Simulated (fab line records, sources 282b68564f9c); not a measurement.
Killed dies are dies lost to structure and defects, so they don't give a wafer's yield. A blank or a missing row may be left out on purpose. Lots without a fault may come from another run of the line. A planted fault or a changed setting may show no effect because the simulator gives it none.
Which tool did it? | flow rit_cmos | 6 lots, 18 wafers sampled, at 2 steps of a route of 202

WHAT THE GAUGES READ, wafer by wafer
RIT_ACTIVE_THK_MEAS_04.
lot  | measured    | on            | ACTIVE_NITRIDE_THK (nm)
L583 | day 1 18:32 | film_metro-02 | 147.9 148.5 149.0
L585 | day 2 04:49 | film_metro-03 | 149.0 150.3 149.5
L587 | day 2 16:02 | film_metro-02 | 151.2 150.4 151.4
L590 | day 3 08:12 | film_metro-02 | 150.1 149.3 149.2
L592 | day 3 16:39 | film_metro-03 | 152.9 152.4 153.5
L595 | day 4 06:51 | film_metro-04 | 151.2 151.4 152.4

WHICH TOOL RAN EACH LOT (tool, then ch and the chambers of the sampled wafers, then the start)
lot  | RIT_ACTIVE_CVD_03
L583 | lpcvd-01 ch 0, day 1 17:07
L585 | lpcvd-01 ch 0, day 2 03:22
L587 | lpcvd-02 ch 0, day 2 14:37
L590 | lpcvd-02 ch 0, day 3 06:46
L592 | lpcvd-02 ch 0, day 3 15:13
L595 | lpcvd-01 ch 0, day 4 05:22
- RIT_ACTIVE_CVD_03: deposits Si3N4 from SiH2Cl2/NH3, target thk 150 nm, time 1500 s.

THE ANSWER, worked out from the rows above alone
Rule: what is usual is taken from the lots themselves. Put in order of their means at a reading, lots are off if they are a third of the lots or fewer, leave a main group of 4 or more, and stand apart from it by a gap of 3 or more times the standard deviation of the main group's means; of several such gaps the widest counts. A main group whose means are all the same, to the digits that the tables above print for the reading, isn't used. A lot without any number at a reading at which 4 lots or more have one is off too. The other lots that the step has rows for count as sound.
No lot is off at any reading shown: from this, nothing can be told.

WHAT THE SIMULATOR HAD PUT IN
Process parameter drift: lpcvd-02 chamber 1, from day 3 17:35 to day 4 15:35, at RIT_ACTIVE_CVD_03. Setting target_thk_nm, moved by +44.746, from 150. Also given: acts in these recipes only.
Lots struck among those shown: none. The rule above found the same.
